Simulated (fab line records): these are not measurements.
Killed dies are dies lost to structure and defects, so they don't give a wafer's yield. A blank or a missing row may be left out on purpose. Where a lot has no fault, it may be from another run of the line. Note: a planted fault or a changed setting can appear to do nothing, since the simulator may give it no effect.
Tool commonality check :: flow berkeley-cmos170 :: 45 wafers sampled across 15 lots

== REASON IT WAS OPENED ==
At UCB170_M1_CD_MEAS_09 the reading cd-nm is flagged on 3 of 15 lots. Wafers without a fault read 700.1 nm, standard deviation 1.2.
Rule: a lot is flagged in two cases, either no wafer of it has a number, or all its wafers with numbers fall more than 4 standard deviations from that mean. The other lots count as sound.

lot: L421
measured: day 8 19:57
on: cd-sem-02
cd-nm (nm), wafer by wafer: 702.0 701.6 701.3
flag: 

lot: L426
measured: day 9 14:24
on: cd-sem-01
cd-nm (nm), wafer by wafer: 698.9 699.3 699.2
flag: 

lot: L425
measured: day 9 15:33
on: cd-sem-02
cd-nm (nm), wafer by wafer: 699.5 699.1 698.3
flag: 

lot: L429
measured: day 10 13:01
on: cd-sem-02
cd-nm (nm), wafer by wafer: 699.3 698.8 699.5
flag: 

lot: L430
measured: day 10 13:16
on: cd-sem-01
cd-nm (nm), wafer by wafer: 699.7 700.1 699.6
flag: 

lot: L432
measured: day 10 13:43
on: cd-sem-02
cd-nm (nm), wafer by wafer: 700.1 699.3 699.5
flag: 

lot: L433
measured: day 10 14:11
on: cd-sem-01
cd-nm (nm), wafer by wafer: 699.7 699.5 699.7
flag: 

lot: L428
measured: day 10 14:19
on: cd-sem-01
cd-nm (nm), wafer by wafer: 700.2 699.5 699.5
flag: 

lot: L431
measured: day 10 14:29
on: cd-sem-02
cd-nm (nm), wafer by wafer: 698.8 698.8 699.5
flag: 

lot: L438
measured: day 11 23:17
on: cd-sem-02
cd-nm (nm), wafer by wafer: 698.8 698.7 696.7
flag: 

lot: L439
measured: day 12 07:37
on: cd-sem-02
cd-nm (nm), wafer by wafer: 701.3 702.8 702.9
flag: 

lot: L440
measured: day 12 09:06
on: cd-sem-01
cd-nm (nm), wafer by wafer: 739.9 739.8 739.9
flag: FLAGGED

lot: L441
measured: day 12 09:23
on: cd-sem-01
cd-nm (nm), wafer by wafer: 739.9 741.0 740.9
flag: FLAGGED

lot: L442
measured: day 12 22:07
on: cd-sem-02
cd-nm (nm), wafer by wafer: 726.3 724.9 725.7
flag: FLAGGED

lot: L443
measured: day 13 00:46
on: cd-sem-01
cd-nm (nm), wafer by wafer: 699.4 701.0 699.4
flag: 
The mean of the flagged lots' numbers is 735.4 nm, +35.3 nm from the usual (+29 standard deviations).

== TOOL THAT RAN EACH LOT ==
The record holds 3 process steps before the reading, out of a route of 331 steps. Cell contents, in order: the tool; ch with the chambers the sampled wafers went through; the start.
lot: L421
flag: 
UCB170_NSD_STRIP_09: plasma-asher-03 ch 0,1, day 8 09:35
UCB170_BACKSIDE_STRIP_03: plasma-asher-03 ch 0, day 8 12:17
UCB170_M1_PEB_07: litho-track-04 ch 0, day 8 19:40

lot: L426
flag: 
UCB170_NSD_STRIP_09: plasma-asher-03 ch 0,1, day 9 01:28
UCB170_BACKSIDE_STRIP_03: plasma-asher-03 ch 0,1, day 9 03:47
UCB170_M1_PEB_07: litho-track-04 ch 0, day 9 14:08

lot: L425
flag: 
UCB170_NSD_STRIP_09: plasma-asher-02 ch 0,1, day 9 04:26
UCB170_BACKSIDE_STRIP_03: plasma-asher-03 ch 0,1, day 9 05:50
UCB170_M1_PEB_07: litho-track-02 ch 0, day 9 15:17

lot: L429
flag: 
UCB170_NSD_STRIP_09: plasma-asher-04 ch 0,1, day 9 23:26
UCB170_BACKSIDE_STRIP_03: plasma-asher-01 ch 0,1, day 10 00:45
UCB170_M1_PEB_07: litho-track-02 ch 0, day 10 12:44

lot: L430
flag: 
UCB170_NSD_STRIP_09: plasma-asher-02 ch 0,1, day 9 23:42
UCB170_BACKSIDE_STRIP_03: plasma-asher-01 ch 0,1, day 10 01:08
UCB170_M1_PEB_07: litho-track-02 ch 0, day 10 12:59

lot: L432
flag: 
UCB170_NSD_STRIP_09: plasma-asher-04 ch 0,1, day 9 23:47
UCB170_BACKSIDE_STRIP_03: plasma-asher-02 ch 0,1, day 10 01:28
UCB170_M1_PEB_07: litho-track-01 ch 0, day 10 13:26

lot: L433
flag: 
UCB170_NSD_STRIP_09: plasma-asher-02 ch 0,1, day 10 00:04
UCB170_BACKSIDE_STRIP_03: plasma-asher-01 ch 0,1, day 10 01:45
UCB170_M1_PEB_07: litho-track-04 ch 0, day 10 13:55

lot: L428
flag: 
UCB170_NSD_STRIP_09: plasma-asher-02 ch 0,1, day 10 00:20
UCB170_BACKSIDE_STRIP_03: plasma-asher-03 ch 0,1, day 10 02:02
UCB170_M1_PEB_07: litho-track-01 ch 0, day 10 14:03

lot: L431
flag: 
UCB170_NSD_STRIP_09: plasma-asher-02 ch 0,1, day 10 00:38
UCB170_BACKSIDE_STRIP_03: plasma-asher-01 ch 0,1, day 10 02:30
UCB170_M1_PEB_07: litho-track-02 ch 0, day 10 14:11

lot: L438
flag: 
UCB170_NSD_STRIP_09: plasma-asher-04 ch 0,1, day 11 13:14
UCB170_BACKSIDE_STRIP_03: plasma-asher-02 ch 0,1, day 11 14:07
UCB170_M1_PEB_07: litho-track-02 ch 0, day 11 22:58

lot: L439
flag: 
UCB170_NSD_STRIP_09: plasma-asher-04 ch 0,1, day 11 23:15
UCB170_BACKSIDE_STRIP_03: plasma-asher-02 ch 0,1, day 12 00:02
UCB170_M1_PEB_07: litho-track-01 ch 0, day 12 07:14

lot: L440
flag: FLAGGED
UCB170_NSD_STRIP_09: plasma-asher-02 ch 0,1, day 11 23:28
UCB170_BACKSIDE_STRIP_03: plasma-asher-01 ch 0,1, day 12 00:20
UCB170_M1_PEB_07: litho-track-04 ch 0, day 12 08:50

lot: L441
flag: FLAGGED
UCB170_NSD_STRIP_09: plasma-asher-03 ch 0,1, day 11 23:31
UCB170_BACKSIDE_STRIP_03: plasma-asher-02 ch 0,1, day 12 00:29
UCB170_M1_PEB_07: litho-track-04 ch 0, day 12 09:06

lot: L442
flag: FLAGGED
UCB170_NSD_STRIP_09: plasma-asher-03 ch 0,1, day 12 13:04
UCB170_BACKSIDE_STRIP_03: plasma-asher-02 ch 0,1, day 12 14:01
UCB170_M1_PEB_07: litho-track-04 ch 0, day 12 21:51

lot: L443
flag: 
UCB170_NSD_STRIP_09: plasma-asher-04 ch 0,1, day 12 13:18
UCB170_BACKSIDE_STRIP_03: plasma-asher-03 ch 0, day 12 14:10
UCB170_M1_PEB_07: litho-track-02 ch 0, day 13 00:30
What these steps do:
- UCB170_NSD_STRIP_09: strips in O2.
- UCB170_BACKSIDE_STRIP_03: strips in O2.
- UCB170_M1_PEB_07
- UCB170_M1_CD_MEAS_09: target cd 700 nm.

== FLAGGED AGAINST TOTAL, ONE TOOL AT A TIME (gauges that did the reading follow at the end) ==
step: UCB170_NSD_STRIP_09
tool: plasma-asher-02
lots run: 6
flagged: 1
share of the flagged lots: some
sound lots run after its first flagged lot: 0

step: UCB170_NSD_STRIP_09
tool: plasma-asher-03
lots run: 4
flagged: 2
share of the flagged lots: some
sound lots run after its first flagged lot: 0

step: UCB170_NSD_STRIP_09
tool: plasma-asher-04
lots run: 5
flagged: 0
share of the flagged lots: none
sound lots run after its first flagged lot: -

step: UCB170_BACKSIDE_STRIP_03
tool: plasma-asher-01
lots run: 5
flagged: 1
share of the flagged lots: some
sound lots run after its first flagged lot: 0

step: UCB170_BACKSIDE_STRIP_03
tool: plasma-asher-02
lots run: 5
flagged: 2
share of the flagged lots: some
sound lots run after its first flagged lot: 0

step: UCB170_BACKSIDE_STRIP_03
tool: plasma-asher-03
lots run: 5
flagged: 0
share of the flagged lots: none
sound lots run after its first flagged lot: -

step: UCB170_M1_PEB_07
tool: litho-track-01
lots run: 3
flagged: 0
share of the flagged lots: none
sound lots run after its first flagged lot: -

step: UCB170_M1_PEB_07
tool: litho-track-02
lots run: 6
flagged: 0
share of the flagged lots: none
sound lots run after its first flagged lot: -

step: UCB170_M1_PEB_07
tool: litho-track-04
lots run: 6
flagged: 3
share of the flagged lots: all
sound lots run after its first flagged lot: 0

step: UCB170_M1_CD_MEAS_09
tool: cd-sem-01
lots run: 7
flagged: 2
share of the flagged lots: some
sound lots run after its first flagged lot: 1 (L443)

step: UCB170_M1_CD_MEAS_09
tool: cd-sem-02
lots run: 8
flagged: 1
share of the flagged lots: some
sound lots run after its first flagged lot: 0

== WHAT IS ALLOWED BY THE TABLE ==
In the table, 1 row covers all flagged lots: litho-track-04 at UCB170_M1_PEB_07.
- litho-track-04 at UCB170_M1_PEB_07 ran 6 lots, 3 of them flagged. Last sound lot L433 at day 10 13:55, first flagged lot L440 at day 12 08:50; a fault beginning in between fits. Its own readings (heater-power-total-W, plate-temp-C) fall more than 4 standard deviations out on all wafers of the flagged lots.
litho-track-04 at UCB170_M1_PEB_07 is the single tool remaining.

== WHAT THE SIMULATOR PUT IN ==
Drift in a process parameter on litho-track-04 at UCB170_M1_PEB_07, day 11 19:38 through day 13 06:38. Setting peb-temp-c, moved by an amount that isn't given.
Shown lots that were struck: L440, L441, L442. The rule above found the same.
